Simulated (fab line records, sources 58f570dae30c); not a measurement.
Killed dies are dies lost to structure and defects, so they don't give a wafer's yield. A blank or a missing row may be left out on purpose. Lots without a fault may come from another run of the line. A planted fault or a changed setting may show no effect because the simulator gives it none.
Which tool did it? | flow berkeley_cmos170 | 7 lots, 21 wafers sampled, at 1 step of a route of 331

WHAT THE GAUGES READ, wafer by wafer
UCB170_NLDD_CD_MEAS_06: target cd 1200 nm.
lot  | measured     | on        | cd_nm (nm)
L561 | day 7 17:40  | cd_sem-02 | 1201.8 1202.0 1199.8
L556 | day 7 18:36  | cd_sem-02 | 1199.0 1199.3 1199.7
L563 | day 8 21:25  | cd_sem-01 | 1200.4 1200.5 1200.2
L566 | day 9 13:36  | cd_sem-01 | 1201.3 1200.9 1200.1
L570 | day 10 06:40 | cd_sem-02 | 1196.6 1197.8 1197.1
L576 | day 11 12:54 | cd_sem-02 | 1198.8 1197.0 1197.1
L578 | day 12 04:40 | cd_sem-01 | 1200.0 1199.2 1200.0

WHICH TOOL RAN EACH LOT (tool, then ch and the chambers of the sampled wafers, then the start)
The record holds no process step before these readings.

THE ANSWER, worked out from the rows above alone
Rule: what is usual is taken from the lots themselves. Put in order of their means at a reading, lots are off if they are a third of the lots or fewer, leave a main group of 4 or more, and stand apart from it by a gap of 3 or more times the standard deviation of the main group's means; of several such gaps the widest counts. A main group whose means are all the same, to the digits that the tables above print for the reading, isn't used. A lot without any number at a reading at which 4 lots or more have one is off too. The other lots that the step has rows for count as sound.
No lot is off at any reading shown: from this, nothing can be told.

WHAT THE SIMULATOR HAD PUT IN
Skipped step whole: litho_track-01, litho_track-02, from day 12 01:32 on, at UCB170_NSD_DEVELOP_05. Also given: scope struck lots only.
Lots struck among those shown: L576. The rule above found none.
